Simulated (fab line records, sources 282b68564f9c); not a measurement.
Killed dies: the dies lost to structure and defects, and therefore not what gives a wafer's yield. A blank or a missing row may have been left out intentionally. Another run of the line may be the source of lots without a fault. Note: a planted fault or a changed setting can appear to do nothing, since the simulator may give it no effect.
fab line records    flow rit-cmos
[record] lots = 6  wafers = 18  last-day = 7
route steps=202 shown SPACER@127 NSD@131 PSD@142 SDANNEAL@153 PLDD@159 M1@202
lots that met no fault: taken from a fault-free run of the same line
start-h: the number of hours between the record's first day and the start of the first shown wafer of the lot    wait-h: hours from the lot's prior step to this one    " identical to the entry in the row above    L1.1+2: a row that stands for several wafers    - no value present, or no start provided    * or withheld: withheld    < > ~ a bound
route shown NAME@n: names a module that has steps shown in the file, with the first one's number in the route    usual: average and standard deviation across the fault-free wafers    same: alike in all rows    chamber/n: place in a boat    sites: the reading at each site    _std_site: the values' standard deviation    _edge_site: outer sites' mean less inner sites'    radius-mm: for every site, how far away it sits from the centre of the wafer    mask NAME#n: copy n    behind: tool/chamber where the wafer was last shaped    hold: why the lot went on hold/how many hours it stayed there/how the hold came to an end    device: the n, p or np transistor that did not switch    end of line: the route-end tests of the same wafers    for a step that has no rows: nothing shown but its recipe    killed: not the wafer's yield, but the dies lost to structure and defects at the first sort    map: a wafer's dies, marking killed ones x, the rest . and places with no die _
set.NAME: the setting as run; set.NAME@STEP: as run at that earlier step    model.NAME: the simulator's own value behind a step, which no gauge read
a table for each step, a row for each wafer; lots at some steps of the route
services: from which hour (start-h, from the record's first day; less than 0 if before it) a tool's chamber was out of use, for how many hours, and why
[[steps]]
[step RIT_SPACER_CLEAN_02]
[recipe] chemistry = SC2  mix = 3:3:50  time-s = 600  temp-c = 75  dry = n2-spin
[step RIT_SPACER_CVD_03]
[recipe] material = Si3N4  target-thk-nm = 250  temp-c = 810  precursor = SiH2Cl2/NH3  time-s = 3300  pressure-mtorr = 300  sih2cl2-flow-sccm = 60  nh3-flow-sccm = 150
[step RIT_SPACER_THK_MEAS_04]
[recipe] reads = Si3N4_of_SPACER_CVD_03
[usual] SPACER_NITRIDE_THK = 249.1/2.9
lot.wafer  tool           chamber  start-h  wait-h  SPACER_NITRIDE_THK[nm]
L756.3     film-metro-04  -        67.20    0.0     247.4
L756.4     "              -        "        "       248.4
L756.6     "              -        "        "       248.2
L758.1     film-metro-02  -        75.77    0.0     250.0
L758.3     "              -        "        "       249.4
L758.4     "              -        "        "       248.9
L762.2     film-metro-02  -        95.96    0.0     252.5
L762.4     "              -        "        "       252.8
L762.5     "              -        "        "       252.5
L763.3     film-metro-04  -        101.80   0.0     248.6
L763.4     "              -        "        "       247.8
L763.5     "              -        "        "       247.8
L765.1     film-metro-01  -        111.54   0.0     247.3
L765.4     "              -        "        "       247.8
L765.6     "              -        "        "       248.9
L774.2     film-metro-02  -        155.51   0.0     251.5
L774.4     "              -        "        "       250.4
L774.5     "              -        "        "       251.0
[step RIT_SPACER_ETCHBACK_05]
[recipe] target-depth-a = 2500  SF6_flow_sccm = 30  CHF3_flow_sccm = 30  target = Si3N4  chemistry = SF6/CHF3  pressure-mtorr = 40  rf-w = 250  time-s = 240  stop-on = SiO2
[usual] CHF3_flow_sccm = 30.01/0.091  chamber-pressure-mTorr = 40.00/0.043  drypump-motor-current-A = 5.82/0.29  oes-product-au = 0.846/0.017  throttle-valve-pct = 10.18/0.12
lot.wafer  tool         chamber  start-h  wait-h  CHF3_flow_sccm  chamber-pressure-mTorr  drypump-motor-current-A  oes-product-au  rf-hours-counter-h  throttle-valve-pct
L756.3     rie-diel-02  2        67.24    0.0     29.97           40.04                   5.46                     0.816           147                 10.17
L756.4     "            1        "        "       29.95           40.00                   5.86                     0.841           53                  10.00
L756.6     "            0        "        "       30.03           40.02                   6.39                     0.837           -                   10.19
L758.1     rie-diel-04  1        75.83    0.1     30.18           39.93                   6.09                     0.847           116                 10.31
L758.3     "            0        "        "       30.08           40.02                   5.87                     0.854           121                 10.29
L758.4     "            3        "        "       30.20           39.96                   5.80                     0.868           59                  10.19
L762.2     rie-diel-04  2        96.01    0.0     29.88           40.00                   5.63                     0.869           108                 10.20
L762.4     "            3        "        "       29.99           40.02                   5.80                     0.883           59                  10.19
L762.5     "            3        "        "       30.10           40.10                   5.79                     0.879           -                   10.21
L763.3     rie-diel-01  0        101.84   0.0     30.02           40.05                   5.73                     0.850           114                 9.95
L763.4     "            3        "        "       29.93           40.00                   6.37                     0.822           66                  10.10
L763.5     "            2        "        "       30.05           39.93                   5.40                     0.839           -                   10.14
L765.1     rie-diel-04  0        111.60   0.1     29.95           40.02                   5.86                     0.850           122                 10.30
L765.4     "            3        "        "       29.88           40.04                   5.80                     0.872           60                  10.18
L765.6     "            3        "        "       30.03           39.94                   5.81                     0.865           -                   10.18
L774.2     rie-diel-04  3        155.56   0.0     30.00           40.02                   5.79                     0.879           60                  10.18
L774.4     "            0        "        "       30.00           40.00                   5.86                     0.861           123                 10.31
L774.5     "            0        "        "       30.01           39.92                   5.86                     0.852           -                   10.30
[step RIT_NSD_HMDS_00]
[recipe] prime-time-s = 60  prime-temp-c = 140
[step RIT_NSD_COAT_01]
[recipe] resist = NOVOLAK  spin-rpm = 3250  resist-thk-nm = 1000
[step RIT_NSD_SOFTBAKE_02]
[recipe] resist = NOVOLAK  temp-c = 90  time-s = 60
[step RIT_NSD_EXPOSE_03]
[recipe] mask-id = M9  na = 0.57  target-cd-nm = 40700  dose-mj = 250
[step RIT_NSD_PEB_04]
[recipe] resist = NOVOLAK  temp-c = withheld  time-s = withheld
[step RIT_NSD_DEVELOP_05]
[recipe] resist = NOVOLAK  develop-time-s = 50  dev-temp-c = 23
[step RIT_NSD_OVL_MEAS_06]
[usual] NSD_OVL = 0.8/1.4
lot.wafer  tool        chamber  start-h  wait-h  NSD_OVL[nm]
L756.3     overlay-01  -        68.25    -       -0.4
L756.4     "           -        "        "       0.5
L756.6     "           -        "        "       1.4
L758.1     overlay-02  -        76.96    -       0.1
L758.3     "           -        "        "       0.7
L758.4     "           -        "        "       0.0
L762.2     overlay-02  -        97.01    -       1.2
L762.4     "           -        "        "       1.5
L762.5     "           -        "        "       0.7
L763.3     overlay-02  -        102.98   -       2.2
L763.4     "           -        "        "       2.1
L763.5     "           -        "        "       1.8
L765.1     overlay-01  -        112.72   -       0.8
L765.4     "           -        "        "       0.1
L765.6     "           -        "        "       -0.1
L774.2     overlay-01  -        156.57   -       0.8
L774.4     "           -        "        "       0.4
L774.5     "           -        "        "       0.3
[step RIT_NSD_HARDBAKE_07]
[recipe] resist = NOVOLAK  temp-c = 140  time-s = 60
[step RIT_NSD_IMPLANT_08]
[recipe] species = P  energy-kev = 25  dose-cm2 = 1e+15  tilt-deg = 7
[usual] beam-on-s = 9.99/0.22  faraday-current-uA = 3135/68
lot.wafer  tool          chamber  start-h  wait-h  beam-on-s  faraday-current-uA
L756.3     implanter-01  0        68.64    0.1     10.03      3130
L756.4     "             0        "        "       10.13      3099
L756.6     "             0        "        "       10.01      3135
L758.1     implanter-02  0        77.14    0.1     10.04      3132
L758.3     "             0        "        "       10.21      3064
L758.4     "             0        "        "       9.69       3221
L762.2     implanter-02  0        97.22    0.1     13.96      2245
L762.4     "             0        "        "       14.36      2192
L762.5     "             0        "        "       14.15      2224
L763.3     implanter-04  0        103.20   0.1     10.52      2967
L763.4     "             0        "        "       9.92       3152
L763.5     "             0        "        "       9.86       3193
L765.1     implanter-02  0        112.91   0.1     13.95      2235
L765.4     "             0        "        "       13.82      2272
L765.6     "             0        "        "       14.53      2154
L774.2     implanter-04  0        156.77   0.1     10.11      3101
L774.4     "             0        "        "       10.06      3113
L774.5     "             0        "        "       10.28      3052
[step RIT_NSD_STRIP_09]
[recipe] chemistry = O2  time-s = 180  resist = NOVOLAK  platen-temp-c = withheld  power-w = 500  pressure-mtorr = 4000  o2-flow-sccm = 4000
[usual] chamber-pressure-mTorr = 4000/3.9  drypump-motor-current-A = 5.7/0.39
lot.wafer  tool             chamber  start-h  wait-h  chamber-pressure-mTorr  drypump-motor-current-A  rf-hours-counter-h
L756.3     plasma-asher-02  0        68.79    0.1     3998                    5.2                      -
L756.4     "                1        "        "       4001                    5.5                      -
L756.6     "                1        "        "       4001                    5.5                      -
L758.1     plasma-asher-01  1        77.29    0.1     3997                    5.4                      38
L758.3     "                0        "        "       3997                    6.1                      -
L758.4     "                1        "        "       4003                    5.4                      -
L762.2     plasma-asher-01  0        97.34    0.1     3993                    6.1                      41
L762.4     "                1        "        "       3997                    5.4                      -
L762.5     "                1        "        "       3998                    5.4                      -
L763.3     plasma-asher-03  0        103.36   0.1     3991                    6.2                      -
L763.4     "                1        "        "       4006                    5.5                      -
L763.5     "                0        "        "       3997                    6.3                      -
L765.1     plasma-asher-01  1        113.06   0.1     4001                    5.4                      42
L765.4     "                1        "        "       4010                    5.4                      -
L765.6     "                1        "        "       4005                    5.4                      -
L774.2     plasma-asher-02  1        156.90   0.1     3998                    5.5                      4
L774.4     "                0        "        "       3998                    5.2                      -
L774.5     "                0        "        "       3997                    5.2                      -
[step RIT_NSD_TW_MEAS_10]
[usual] NSD_TW = 3123/13
lot.wafer  tool           chamber  start-h  wait-h  NSD_TW
L756.3     film-metro-04  -        68.93    0.1     3131
L756.4     "              -        "        "       3115
L756.6     "              -        "        "       3128
L758.1     film-metro-03  -        77.47    0.1     3112
L758.3     "              -        "        "       3109
L758.4     "              -        "        "       3115
L762.2     film-metro-03  -        97.53    0.1     3331
L762.4     "              -        "        "       3334
L762.5     "              -        "        "       3329
L763.3     film-metro-04  -        103.49   0.1     3145
L763.4     "              -        "        "       3140
L763.5     "              -        "        "       3128
L765.1     film-metro-04  -        113.23   0.1     3327
L765.4     "              -        "        "       3356
L765.6     "              -        "        "       3324
L774.2     film-metro-03  -        157.08   0.1     3118
L774.4     "              -        "        "       3122
L774.5     "              -        "        "       3142
[step RIT_PSD_HMDS_00]
[recipe] prime-time-s = 60  prime-temp-c = 140
[step RIT_PSD_COAT_01]
[recipe] resist = NOVOLAK  spin-rpm = 3250  resist-thk-nm = 1000
[step RIT_PSD_SOFTBAKE_02]
[recipe] resist = NOVOLAK  temp-c = 90  time-s = 60
[step RIT_PSD_EXPOSE_03]
[recipe] mask-id = M10  na = 0.57  target-cd-nm = 40900  dose-mj = 250
[step RIT_PSD_PEB_04]
[recipe] resist = NOVOLAK  temp-c = withheld  time-s = withheld
[step RIT_PSD_DEVELOP_05]
[recipe] resist = NOVOLAK  develop-time-s = 50  dev-temp-c = 23
[step RIT_PSD_OVL_MEAS_06]
[usual] PSD_OVL = 0.6/1.3
lot.wafer  tool        chamber  start-h  wait-h  PSD_OVL[nm]
L756.3     overlay-01  -        69.96    -       1.4
L756.4     "           -        "        "       1.4
L756.6     "           -        "        "       1.0
L758.1     overlay-01  -        78.50    -       -0.4
L758.3     "           -        "        "       1.1
L758.4     "           -        "        "       -0.3
L762.2     overlay-01  -        98.56    -       -0.6
L762.4     "           -        "        "       0.4
L762.5     "           -        "        "       1.0
L763.3     overlay-02  -        104.52   -       -0.6
L763.4     "           -        "        "       1.3
L763.5     "           -        "        "       2.3
L765.1     overlay-02  -        114.27   -       -1.1
L765.4     "           -        "        "       -0.8
L765.6     "           -        "        "       -1.5
L774.2     overlay-01  -        158.12   -       -0.1
L774.4     "           -        "        "       1.6
L774.5     "           -        "        "       3.9
[step RIT_PSD_HARDBAKE_07]
[recipe] resist = NOVOLAK  temp-c = 140  time-s = 60
[step RIT_PSD_IMPLANT_08]
[recipe] species = BF2  energy-kev = 27  dose-cm2 = 5e+15  tilt-deg = 7
[step RIT_PSD_STRIP_09]
[recipe] chemistry = O2  time-s = 180  resist = NOVOLAK  platen-temp-c = withheld  power-w = 500  pressure-mtorr = 4000  o2-flow-sccm = 4000
[usual] chamber-pressure-mTorr = 4000/3.9  drypump-motor-current-A = 5.8/0.41
lot.wafer  tool             chamber  start-h  wait-h  chamber-pressure-mTorr  drypump-motor-current-A  rf-hours-counter-h
L756.3     plasma-asher-04  0        70.34    0.1     3999                    6.3                      -
L756.4     "                1        "        "       4003                    6.1                      -
L756.6     "                1        "        "       4000                    6.1                      -
L758.1     plasma-asher-01  1        78.84    0.1     4008                    5.4                      38
L758.3     "                1        "        "       3999                    5.4                      -
L758.4     "                0        "        "       3997                    6.1                      -
L762.2     plasma-asher-04  0        98.89    0.1     3996                    6.3                      48
L762.4     "                1        "        "       4006                    6.1                      -
L762.5     "                1        "        "       4006                    6.1                      -
L763.3     plasma-asher-02  0        104.90   0.1     4005                    5.2                      -
L763.4     "                1        "        "       4004                    5.5                      -
L763.5     "                0        "        "       4006                    5.2                      -
L765.1     plasma-asher-04  0        114.61   0.1     3993                    6.3                      50
L765.4     "                1        "        "       4004                    6.1                      -
L765.6     "                1        "        "       3999                    6.1                      -
L774.2     plasma-asher-01  1        158.45   0.1     4002                    5.4                      46
L774.4     "                1        "        "       4005                    5.4                      -
L774.5     "                0        "        "       3995                    6.1                      -
[step RIT_PSD_TW_MEAS_10]
[usual] PSD_TW = 3430/15
lot.wafer  tool           chamber  start-h  wait-h  PSD_TW
L756.3     film-metro-04  -        70.48    0.1     3422
L756.4     "              -        "        "       3440
L756.6     "              -        "        "       3413
L758.1     film-metro-03  -        79.01    0.1     3420
L758.3     "              -        "        "       3413
L758.4     "              -        "        "       3432
L762.2     film-metro-02  -        99.07    0.1     3415
L762.4     "              -        "        "       3400
L762.5     "              -        "        "       3404
L763.3     film-metro-02  -        105.04   0.1     3419
L763.4     "              -        "        "       3420
L763.5     "              -        "        "       3404
L765.1     film-metro-02  -        114.78   0.1     3408
L765.4     "              -        "        "       3408
L765.6     "              -        "        "       3397
L774.2     film-metro-04  -        158.63   0.1     3442
L774.4     "              -        "        "       3432
L774.5     "              -        "        "       3425
[step RIT_SDANNEAL_CLEAN_00]
[recipe] chemistry = SC1  mix = 3:3:50  time-s = 600  temp-c = 75
[step RIT_SDANNEAL_CLEAN_01]
[recipe] chemistry = dHF  dilution = 50:1  time-s = 30
[step RIT_SDANNEAL_CLEAN_02]
[recipe] chemistry = SC2  mix = 3:3:50  time-s = 600  temp-c = 75  dry = n2-spin
[step RIT_SDANNEAL_RTA_03]
[recipe] temp-c = 1050  time-s = 5  idle-temp-c = 600  ramp-up-c-per-s = 342  ramp-down-c-per-s = 171  cool-to-c = 600  ambient = N2
[usual] wafer_temp_C_max = 1053.5/1.1
lot.wafer  tool           chamber  start-h  wait-h  wafer_temp_C_max
L756.3     rtp-anneal-01  0        70.97    0.0     1052.7
L756.4     "              0        "        "       1054.4
L756.6     "              0        "        "       1052.6
L758.1     rtp-anneal-01  0        79.46    0.0     1053.9
L758.3     "              0        "        "       1055.3
L758.4     "              0        "        "       1054.5
L762.2     rtp-anneal-01  0        99.50    0.0     1053.1
L762.4     "              0        "        "       1053.2
L762.5     "              0        "        "       1053.5
L763.3     rtp-anneal-02  0        105.47   0.0     1052.7
L763.4     "              0        "        "       1052.2
L763.5     "              0        "        "       1053.5
L765.1     rtp-anneal-02  0        115.21   0.0     1053.4
L765.4     "              0        "        "       1052.6
L765.6     "              0        "        "       1053.0
L774.2     rtp-anneal-01  0        159.06   0.0     1053.5
L774.4     "              0        "        "       1052.7
L774.5     "              0        "        "       1052.5
[step RIT_SDANNEAL_RS_MEAS_04]
[recipe] thk-meas-gauge = four-point-probe
[usual] PSD_RS = 116.0/0.31
lot.wafer  tool           chamber  start-h  wait-h  PSD_RS[ohm/sq]
L756.3     film-metro-04  -        71.05    0.1     115.9
L756.4     "              -        "        "       116.2
L756.6     "              -        "        "       115.8
L758.1     film-metro-03  -        79.51    0.0     115.5
L758.3     "              -        "        "       115.5
L758.4     "              -        "        "       115.6
L762.2     film-metro-02  -        99.57    0.1     116.1
L762.4     "              -        "        "       115.9
L762.5     "              -        "        "       116.2
L763.3     film-metro-04  -        105.55   0.1     115.8
L763.4     "              -        "        "       116.1
L763.5     "              -        "        "       115.9
L765.1     film-metro-03  -        115.27   0.0     115.4
L765.4     "              -        "        "       115.6
L765.6     "              -        "        "       115.6
L774.2     film-metro-04  -        159.13   0.1     116.2
L774.4     "              -        "        "       116.0
L774.5     "              -        "        "       116.1
[step RIT_SDANNEAL_RS_MEAS_05]
[recipe] thk-meas-gauge = four-point-probe
[usual] NSD_RS = 84.68/0.29
lot.wafer  tool           chamber  start-h  wait-h  NSD_RS[ohm/sq]
L756.3     film-metro-04  -        71.17    0.1     84.69
L756.4     "              -        "        "       84.81
L756.6     "              -        "        "       84.73
L758.1     film-metro-03  -        79.63    0.1     84.70
L758.3     "              -        "        "       84.51
L758.4     "              -        "        "       84.38
L762.2     film-metro-02  -        99.69    0.1     64.58
L762.4     "              -        "        "       64.45
L762.5     "              -        "        "       64.44
L763.3     film-metro-04  -        105.67   0.1     84.49
L763.4     "              -        "        "       84.84
L763.5     "              -        "        "       84.60
L765.1     film-metro-03  -        115.39   0.1     64.41
L765.4     "              -        "        "       64.38
L765.6     "              -        "        "       64.43
L774.2     film-metro-04  -        159.25   0.1     84.22
L774.4     "              -        "        "       84.56
L774.5     "              -        "        "       84.38
[step RIT_SDANNEAL_RS_MEAS_06]
[recipe] thk-meas-gauge = four-point-probe
[usual] PLDD_RS = 178.9/0.47
lot.wafer  tool           chamber  start-h  wait-h  PLDD_RS[ohm/sq]
L756.3     film-metro-04  -        71.29    0.1     179.2
L756.4     "              -        "        "       179.5
L756.6     "              -        "        "       179.5
L758.1     film-metro-03  -        79.75    0.1     178.4
L758.3     "              -        "        "       178.7
L758.4     "              -        "        "       178.5
L762.2     film-metro-02  -        99.81    0.1     179.4
L762.4     "              -        "        "       179.1
L762.5     "              -        "        "       179.2
L763.3     film-metro-04  -        105.79   0.1     178.4
L763.4     "              -        "        "       177.9
L763.5     "              -        "        "       177.9
L765.1     film-metro-03  -        115.51   0.1     178.6
L765.4     "              -        "        "       178.7
L765.6     "              -        "        "       178.4
L774.2     film-metro-04  -        159.37   0.1     178.9
L774.4     "              -        "        "       178.3
L774.5     "              -        "        "       178.7
[step RIT_M1_PROBE_99]
[usual] killed-at-front-end = 7/3.1  killed-dies = 7/3.1  killed-open = 3.4/2.1  killed-short = 3.5/2
[same] gross-dies = 264  killed_at_M0_to_M3 = 0  killed_at_M4_up = 0  killed-at-back-side = 0  killed-at-contacts = 0  killed-at-other = 0
lot.wafer  tool       chamber  start-h  wait-h  killed-at-front-end  killed-dies  killed-open  killed-short  model.etest.nmos_0p3.r-on-ohm-um  model.etest.nmos_0p15.r-on-ohm-um  model.etest.nmos_0p15.drive-ua-um  model.etest.nmos-narrow.drive-ua-um  model.etest.contact-nplus.end-ohm-um  model.etest.nmos_0p3.drive-ua-um  model.etest.npoly-line.rs-ohm-sq  model.etest.nmos_0p15.tox-inv-nm
L756.3     prober-02  -        79.06    0.2     5                    5            0            5             2187                              1160                               470.4                              227.5                                42.41                                 225                               16.84                             4.443
L756.4     prober-02  -        79.11    0.2     4                    4            2            2             2170                              1166                               475.3                              235                                  41.38                                 231.9                             17.32                             4.304
L756.6     prober-02  -        79.21    0.2     2                    2            0            2             2237                              1194                               464.2                              226.7                                42.06                                 226.4                             17.14                             4.372
L758.1     prober-02  -        88.21    0.1     12                   12           6            6             2132                              1118                               468                                228.6                                42.55                                 226.7                             16.94                             4.477
L758.3     prober-02  -        88.31    0.2     5                    5            2            3             2103                              1095                               480.4                              237.4                                39.86                                 233.7                             17.25                             4.399
L758.4     prober-02  -        88.36    0.2     8                    8            5            3             2099                              1089                               489.7                              236.1                                41.52                                 234.3                             16.82                             4.382
L762.2     prober-02  -        107.14   0.1     9                    9            4            5             2051                              1052                               493.1                              243.1                                27.01                                 235.7                             16.63                             4.224
L762.4     prober-02  -        107.24   0.2     5                    5            4            1             2051                              1010                               491.9                              235.6                                27.49                                 230.9                             16.32                             4.291
L762.5     prober-02  -        107.29   0.2     6                    6            5            1             2002                              1008                               507.6                              248                                  27.5                                  239.9                             16.27                             4.252
L763.3     prober-01  -        113.03   0.2     6                    6            4            2             2199                              1184                               465.4                              228.4                                42.54                                 228.4                             17                                4.311
L763.4     prober-01  -        113.08   0.2     14                   14           8            6             2154                              1130                               476.9                              224.8                                42.71                                 227.3                             16.69                             4.418
L763.5     prober-01  -        113.13   0.2     12                   12           6            6             2213                              1191                               470.7                              231                                  42.31                                 230.1                             17.02                             4.304
L765.1     prober-02  -        123.58   0.1     3                    3            2            1             1994                              1048                               496.1                              260.6                                25.3                                  251.6                             16.5                              4.12
L765.4     prober-02  -        123.73   0.2     4                    4            1            3             1990                              1039                               503.3                              258.4                                26.18                                 252.4                             16.6                              4.088
L765.6     prober-02  -        123.83   0.2     6                    6            5            1             2028                              1065                               482.5                              251.7                                25.49                                 245.8                             16.57                             4.179
L774.2     prober-01  -        166.58   0.1     4                    4            2            2             2133                              1081                               469.9                              222.1                                41.81                                 225.5                             16.89                             4.561
L774.4     prober-01  -        166.68   0.2     6                    6            4            2             2144                              1110                               464.7                              222.3                                42.1                                  225.4                             17.03                             4.533
L774.5     prober-01  -        166.73   0.2     10                   10           5            5             2125                              1088                               465.3                              223.3                                41.95                                 220.5                             16.86                             4.588
// killed by level:class
L756.3 SPACER:geometric-particle:short=3 FOX1:geometric-particle:short=1 FOX2:geometric-particle:short=1
L756.4 GATE:geometric-particle:open=1 SPACER:geometric-particle:short=1 SILICIDE:geometric-particle:open=1 SILICIDE:geometric-particle:short=1
L756.6 GATE:geometric-particle:short=2
L758.1 FOX2:geometric-particle:open=2 GATE:geometric-particle:open=2 GATE:geometric-particle:short=2 FOX1:geometric-particle:short=1 FOX2:geometric-particle:short=1 SPACER:geometric-particle:short=1 SPACER:geometric-particle:open=1 SILICIDE:geometric-particle:open=1
L758.3 GATE:geometric-particle:short=2 FOX2:geometric-particle:short=1 GATE:geometric-particle:open=1 SILICIDE:geometric-particle:open=1
L758.4 GATE:geometric-particle:open=3 SILICIDE:geometric-particle:short=2 FOX1:geometric-particle:open=1 GATE:geometric-particle:short=1 SILICIDE:geometric-particle:open=1
L762.2 FOX1:geometric-particle:short=2 FOX2:geometric-particle:short=2 FOX1:geometric-particle:open=1 FOX2:geometric-particle:open=1 GATE:geometric-particle:short=1 GATE:geometric-particle:open=1 REOX:geometric-particle:open=1
L762.4 FOX1:geometric-particle:open=2 GATE:geometric-particle:short=1 SILICIDE:geometric-particle:open=1 REOX:geometric-particle:open=1
L762.5 GATE:geometric-particle:open=2 SILICIDE:geometric-particle:open=2 FOX2:geometric-particle:open=1 REOX:geometric-particle:short=1
L763.3 FOX1:geometric-particle:open=2 GATE:geometric-particle:open=2 GATE:geometric-particle:short=1 SILICIDE:geometric-particle:short=1
L763.4 SPACER:geometric-particle:open=3 FOX1:geometric-particle:short=2 GATE:geometric-particle:open=2 REOX:geometric-particle:open=2 SPACER:geometric-particle:short=2 FOX1:geometric-particle:open=1 GATE:geometric-particle:short=1 SILICIDE:geometric-particle:short=1
L763.5 GATE:geometric-particle:short=3 FOX1:geometric-particle:open=2 FOX2:geometric-particle:short=2 GATE:geometric-particle:open=2 FOX1:geometric-particle:short=1 FOX2:geometric-particle:open=1 REOX:geometric-particle:open=1
L765.1 GATE:geometric-particle:open=2 GATE:geometric-particle:short=1
L765.4 FOX1:geometric-particle:short=1 GATE:geometric-particle:open=1 REOX:geometric-particle:short=1 SPACER:geometric-particle:short=1
L765.6 FOX1:geometric-particle:open=2 GATE:geometric-particle:open=2 SPACER:geometric-particle:short=1 SILICIDE:geometric-particle:open=1
L774.2 GATE:geometric-particle:short=1 REOX:geometric-particle:open=1 SPACER:geometric-particle:open=1 SILICIDE:geometric-particle:short=1
L774.4 GATE:geometric-particle:open=2 GATE:geometric-particle:short=1 REOX:geometric-particle:short=1 REOX:geometric-particle:open=1 SPACER:geometric-particle:open=1
L774.5 FOX1:geometric-particle:short=2 SPACER:geometric-particle:open=2 ACTIVE:geometric-particle:short=1 FOX1:geometric-particle:open=1 REOX:geometric-particle:open=1 SPACER:geometric-particle:short=1 SILICIDE:geometric-particle:open=1 SILICIDE:geometric-particle:short=1
[[services]]
tool             chamber  start-h  hours  kind
implanter-02     -        43.73    0.7    repair
plasma-asher-01  -        46.76    12.8   repair
rie-diel-02      2        48.25    9.4    repair
rie-diel-02      -        62.39    2.6    repair
implanter-04     -        65.94    1.4    repair
plasma-asher-02  -        69.46    7.5    repair
rie-diel-01      -        73.55    2.8    pm
implanter-01     -        77.38    49.9   pm
rie-diel-04      2        81.07    4.4    repair
implanter-04     -        86.29    2.8    repair
plasma-asher-03  -        93.85    2.8    pm
rie-diel-04      -        103.65   0.6    repair
plasma-asher-02  -        108.75   9.0    pm
plasma-asher-02  0        108.75   9.0    vent-cycle
plasma-asher-02  1        108.75   9.0    vent-cycle
plasma-asher-02  0        117.75   -      clean
plasma-asher-02  1        117.75   -      clean
plasma-asher-01  -        120.14   15.6   pm
rie-diel-01      2        137.30   2.8    repair
plasma-asher-04  -        143.73   0.8    repair
rie-diel-02      0        144.55   7.6    repair
rie-diel-02      2        157.11   -      clean
rie-diel-02      2        157.11   11.8   scheduled-down
rie-diel-02      2        157.11   11.8   vent-cycle
[[key]]
[first-sign] step = RIT_NSD_IMPLANT_08  reading = beam-on-s  direction = up  sigmas = 19  usual = 9.99  struck = 14.13
[effect] step = RIT_NSD_IMPLANT_08  reading = faraday-current-uA  direction = down  sigmas = 14  usual = 3135  struck = 2220
[effect] step = RIT_NSD_TW_MEAS_10  reading = NSD_TW  direction = up  sigmas = 16  usual = 3123  struck = 3334
[effect] step = RIT_SDANNEAL_RS_MEAS_05  reading = NSD_RS  direction = down  sigmas = 70  usual = 84.68  struck = 64.45
[model-effect] step = RIT_M1_PROBE_99  value = etest.nmos_0p3.r-on-ohm-um  without = 2147  struck = 2019
met-at RIT_NSD_IMPLANT_08
struck-wafers L762.2,L762.4,L762.5,L765.1,L765.4,L765.6
tester-left-out L762,L765
onset-between 77.14 97.22
[fault] kind = process-parameter-drift  tool = implanter-02  chamber = -  onset-h = 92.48  steps = RIT_NSD_IMPLANT_08  channel = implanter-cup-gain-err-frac  offset = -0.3  shape = step  end-h = 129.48
// tester-left-out: of these lots the tester's yield and bins aren't shown, on N5 and GAA mostly nor the transistor test; their killed dies are dies lost to structure and defects alone, not to doping, threshold or leakage, so they don't give the yield
